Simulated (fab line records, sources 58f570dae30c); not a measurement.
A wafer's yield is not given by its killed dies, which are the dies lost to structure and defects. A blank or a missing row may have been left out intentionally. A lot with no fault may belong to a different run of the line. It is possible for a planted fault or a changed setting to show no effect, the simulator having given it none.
Comparing a struck lot with a sound one | flow berkeley cmos170 | 14 out of 331 route steps
Sound: the wafers L622.1, L622.2, L622.6. Wafers L643.2, L643.4, L643.5 were the ones struck. The cause is named last.
For every step that has rows: the tool of each side, followed by ch and its chambers, followed by its first start. Under that, the readings that differ: sound wafers | struck wafers | difference of the means | sigmas: that difference in standard deviations of wafers without a fault.
alike: same words and numbers on both sides, and readings whose means sit less than 2 such deviations apart. not compared: any withheld reading, any reading some wafer has no value for, any bound like >300 that may hide the same value, and any number with overlapping values for which the record gives no deviation.
A row with sigmas, a row that says differs or no value, or rows on one side alone: a step with any of these is where the two part. Non-overlapping numbers with no deviation appear without sigmas and do not part them. A reading that every wafer of one side lacks parts them only if that side has two wafers or more.

first, 2 steps without rows for these wafers: UCB170_NVT_PEB_04; UCB170_NVT_DEVELOP_05 (develop time 45 s).
UCB170_NVT_OVL_MEAS_06:
  sound: overlay-01 at day 6 04:37; struck: overlay-01 at day 10 22:34
  alike: NVT_OVL
after that, 1 step had no rows for these wafers: UCB170_NVT_IMPLANT_07.
UCB170_NVT_STRIP_08: strips in O2.
  sound on plasma asher-04 ch 0,1, day 6 04:48; struck on plasma asher-04 ch 0, day 10 22:44
  alike: chamber pressure mTorr, drypump motor current A, oes product au, strip time to endpoint s
  not compared: rf hours counter h
UCB170_NVT_TW_MEAS_09:
  sound: film metro-01 at day 6 04:58; struck: film metro-01 at day 10 22:51
  alike: NVT_TW
then, 6 steps without rows for these wafers: UCB170_NVT_CLEAN_10 (cleans in SPM, time 600 s); UCB170_PVT_HMDS_00 (prime time 60 s); UCB170_PVT_COAT_01 (resist thk 900 nm); UCB170_PVT_SOFTBAKE_02 (time 60 s); UCB170_PVT_EXPOSE_03 (exposes mask NWELL, target cd 3000 nm); UCB170_PVT_PEB_04.
UCB170_PVT_DEVELOP_05: develop time 45 s.
  sound on litho track-01 ch 0, day 6 06:00; struck on litho track-04 ch 0, day 11 00:00
  reading              | sound             | struck            | difference | sigmas
  developer temp C (C) | 20.95 20.96 20.89 | 18.84 18.85 18.98 | -2.04      | -19
UCB170_PVT_OVL_MEAS_06:
  sound: overlay-01 at day 6 06:19; struck: overlay-02 at day 11 00:13
  alike: PVT_OVL

## WHERE THEY PART
Only at UCB170_PVT_DEVELOP_05, within this record. Later steps at which nothing parts them and some readings are alike: UCB170_PVT_OVL_MEAS_06.

WHY: the cause the simulator had injected
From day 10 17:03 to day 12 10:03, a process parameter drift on litho track-04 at UCB170_PVT_DEVELOP_05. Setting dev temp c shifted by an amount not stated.
